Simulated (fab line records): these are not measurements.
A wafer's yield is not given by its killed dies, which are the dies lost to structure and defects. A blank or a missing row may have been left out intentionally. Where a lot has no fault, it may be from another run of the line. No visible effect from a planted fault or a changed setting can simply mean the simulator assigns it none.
fab line records	flow berkeley-cmos170
[record] lots = 6	wafers = 18	last-day = 11
route steps=331 shown PLDD@150 NLDD@158
lots that met no fault: from a run of the same line without faults
start-h: hours from the record's first day to the start of the lot's first wafer shown	wait-h: hours elapsed since this lot's preceding step	" same as the row above	L1.1+2: a single row standing in for several wafers	- value missing, or start not given	* or withheld: withheld	< > ~ a bound
route shown NAME@n: names a module that has steps shown in the file, with the first one's number in the route	usual: average and standard deviation across the fault-free wafers	same: alike in all rows	chamber/n: place in a boat	sites: the reading at each site	_std_site: their standard deviation	_edge_site: the outer-site mean with the inner-site mean subtracted	radius-mm: for every site, how far away it sits from the centre of the wafer	mask NAME#n: copy n	behind: the last tool/chamber to shape the wafer	hold: cause of the lot's hold/its duration in hours/its outcome	device: names the non-switching transistor (n, p or np)	end of line: at the end of the route, the tests of the same wafers	for a step that has no rows: nothing shown but its recipe	killed: the dies lost at the first sort to structure and to defects; this is not the yield of the wafer	map: per-die view of a wafer (x killed, . not killed, _ where there is no die)
set.NAME: the setting that was run; set.NAME@STEP: the one run at that earlier step	model.NAME: the simulator's own value behind a step, which no gauge read
certain route steps with their lots: each step a table, each wafer a row
services: the hour from which a tool's chamber was out of use, counted from the record's first day as start-h (under 0 if before that day), plus the number of hours and why
[[steps]]
[step UCB170_PLDD_DEVELOP_05]
[recipe] developer = TMAH	develop-time-s = 45	resist = KrF	dev-temp-c = 21
[step UCB170_PLDD_CD_MEAS_06]
[recipe] target-cd-nm = 1200
[usual] cd-nm = 1199.7/1.5
lot.wafer	tool	chamber	start-h	wait-h	cd-nm
L954.1	cd-sem-02	-	159.02	-	1199.7
L954.2	"	-	"	"	1200.7
L954.3	"	-	"	"	1199.9
L959.2	cd-sem-02	-	174.51	-	1199.4
L959.5	"	-	"	"	1199.9
L959.6	"	-	"	"	1200.5
L960.2	cd-sem-02	-	190.05	-	1198.4
L960.4	"	-	"	"	1198.8
L960.6	"	-	"	"	1198.1
L964.1	cd-sem-02	-	199.85	-	1199.4
L964.2	"	-	"	"	1199.9
L964.4	"	-	"	"	1200.5
L967.1	cd-sem-01	-	226.93	-	1200.8
L967.3	"	-	"	"	1200.5
L967.6	"	-	"	"	1201.3
L970.1	cd-sem-01	-	227.05	-	1198.1
L970.2	"	-	"	"	1197.3
L970.6	"	-	"	"	1196.4
[step UCB170_PLDD_OVL_MEAS_07]
[usual] PLDD_OVL = 1/5.5
lot.wafer	tool	chamber	start-h	wait-h	PLDD_OVL[nm]
L954.1	overlay-02	-	159.14	0.1	1
L954.2	"	-	"	"	0
L954.3	"	-	"	"	4
L959.2	overlay-01	-	174.62	0.1	0
L959.5	"	-	"	"	-6
L959.6	"	-	"	"	-2
L960.2	overlay-02	-	190.16	0.1	-13
L960.4	"	-	"	"	-8
L960.6	"	-	"	"	-4
L964.1	overlay-01	-	199.97	0.1	4
L964.2	"	-	"	"	5
L964.4	"	-	"	"	6
L967.1	overlay-02	-	227.05	0.1	5
L967.3	"	-	"	"	9
L967.6	"	-	"	"	7
L970.1	overlay-01	-	227.17	0.1	5
L970.2	"	-	"	"	5
L970.6	"	-	"	"	7
[step UCB170_PLDD_IMPLANT_08]
[recipe] species = BF2	dose-cm2 = 5e+13	energy-kev = 10	tilt-deg = 7	rotation-deg = 0
[step UCB170_PLDD_IMPLANT_09]
[recipe] species = BF2	dose-cm2 = 5e+13	energy-kev = 10	tilt-deg = 7	rotation-deg = 180
[step UCB170_PLDD_STRIP_10]
[recipe] chemistry = O2	power-w = 400	pressure-mtorr = 3500	platen-temp-c = withheld	o2-flow-sccm = 400	overash-fraction = 0.5
[usual] drypump-motor-current-A = 6.11/0.23	oes-product-au = 0.734/0.0045	strip-time-to-endpoint-s = 21.61/0.057
lot.wafer	tool	chamber	start-h	wait-h	drypump-motor-current-A	oes-product-au	rf-hours-counter-h	strip-time-to-endpoint-s
L954.1	plasma-asher-02	0	159.48	0.1	5.65	0.735	42	21.70
L954.2	"	1	"	"	6.16	0.739	42	21.62
L954.3	"	0	"	"	5.65	0.744	-	21.54
L959.2	plasma-asher-02	0	174.95	0.1	5.65	0.735	44	21.67
L959.5	"	0	"	"	5.67	0.731	-	21.63
L959.6	"	1	"	"	6.15	0.742	-	21.69
L960.2	plasma-asher-04	0	190.49	0.1	6.43	0.733	9	21.58
L960.4	"	0	"	"	6.41	0.736	-	21.68
L960.6	"	1	"	"	6.06	0.729	-	21.65
L964.1	plasma-asher-01	1	200.31	0.1	6.07	0.734	47	21.51
L964.2	"	0	"	"	6.15	0.736	47	21.59
L964.4	"	1	"	"	6.04	0.735	-	21.58
L967.1	plasma-asher-01	1	227.38	0.1	6.04	0.738	52	21.58
L967.3	"	0	"	"	6.16	0.732	-	21.62
L967.6	"	1	"	"	6.02	0.735	-	21.63
L970.1	plasma-asher-04	0	227.50	0.1	6.44	0.735	15	21.59
L970.2	"	1	"	"	6.09	0.741	15	21.52
L970.6	"	0	"	"	6.43	0.732	-	21.60
[step UCB170_PLDD_TW_MEAS_11]
[usual] PLDD_TW = 1002/13
lot.wafer	tool	chamber	start-h	wait-h	PLDD_TW
L954.1	film-metro-03	-	159.58	0.1	993
L954.2	"	-	"	"	988
L954.3	"	-	"	"	995
L959.2	film-metro-01	-	175.15	0.2	1018
L959.5	"	-	"	"	1010
L959.6	"	-	"	"	1019
L960.2	film-metro-03	-	190.60	0.1	983
L960.4	"	-	"	"	981
L960.6	"	-	"	"	980
L964.1	film-metro-01	-	200.41	0.1	1015
L964.2	"	-	"	"	1010
L964.4	"	-	"	"	1013
L967.1	film-metro-02	-	227.48	0.1	1013
L967.3	"	-	"	"	1011
L967.6	"	-	"	"	1009
L970.1	film-metro-03	-	227.60	0.1	980
L970.2	"	-	"	"	985
L970.6	"	-	"	"	983
[step UCB170_PLDD_CLEAN_12]
[recipe] chemistry = SPM	temp-c = 120	time-s = 600
[step UCB170_NLDD_HMDS_00]
[recipe] prime-time-s = 60	prime-temp-c = 100
[step UCB170_NLDD_COAT_01]
[recipe] resist = KrF	spin-rpm = 1500	resist-thk-nm = 900
[step UCB170_NLDD_SOFTBAKE_02]
[recipe] resist = KrF	temp-c = 130	time-s = 60
[step UCB170_NLDD_EXPOSE_03]
[recipe] mask-id = NSELECT	na = 0.5	sigma-outer = 0.6	source-shape = conventional	target-cd-nm = 1200	dose-mj = 30
[step UCB170_NLDD_PEB_04]
[recipe] peb-temp-c = 130	peb-time-s = withheld	resist = KrF
[usual] chill-plate-temp-C = 23.04/0.11	exhaust-pa = 45.2/1
lot.wafer	tool	chamber	start-h	wait-h	chill-plate-temp-C	exhaust-pa
L954.1	litho-track-03	0	161.51	0.2	22.98	46.2
L954.2	"	0	"	"	23.05	46.7
L954.3	"	0	"	"	22.97	44.7
L959.2	litho-track-04	-	176.82	0.1	-	-
L959.5	"	-	"	"	-	-
L959.6	"	-	"	"	-	-
L960.2	litho-track-04	-	193	-	-	-
L960.4	"	-	"	"	-	-
L960.6	"	-	"	"	-	-
L964.1	litho-track-01	0	203.07	1.0	23.32	44.2
L964.2	"	0	"	"	23.19	45.6
L964.4	"	0	"	"	23.01	45.3
L967.1	litho-track-04	0	230	-	23.26	44.3
L967.3	"	0	"	"	23.09	44.4
L967.6	"	0	"	"	23.22	44.9
L970.1	litho-track-01	0	230.61	1.0	23.12	45.6
L970.2	"	0	"	"	22.99	46.0
L970.6	"	0	"	"	22.89	48.0
[step UCB170_NLDD_DEVELOP_05]
[recipe] developer = TMAH	develop-time-s = 45	resist = KrF	dev-temp-c = 21
[[services]]
tool	chamber	start-h	hours	kind
plasma-asher-04	-	170.05	0.8	repair
plasma-asher-02	-	218.59	11.1	repair
[[key]]
[first-sign] step = UCB170_NLDD_PEB_04	reading = tool-record	direction = missing
effect none on later readings
met-at UCB170_NLDD_PEB_04
struck-wafers L959.2,L959.5,L959.6,L960.2,L960.4,L960.6
rows-end L960.2,L960.4,L960.6
sort-left-out L959.2,L959.5,L959.6
tester-left-out L959
[fault] kind = skipped-step-whole	tool = litho-track-04	chamber = -	onset-h = 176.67	steps = UCB170_NLDD_PEB_04	scope = struck-lots-only
// tester-left-out: of these lots the tester's yield and bins aren't shown, on N5 and GAA mostly nor the transistor test; their killed dies are dies lost to structure and defects alone, not to doping, threshold or leakage, so they don't give the yield
// sort-left-out: the simulated sort isn't trusted on such a fault, so these wafers' sort isn't shown, and their yield isn't known
// rows-end: these wafers met a further fault down the route, and their rows from its step on are left out
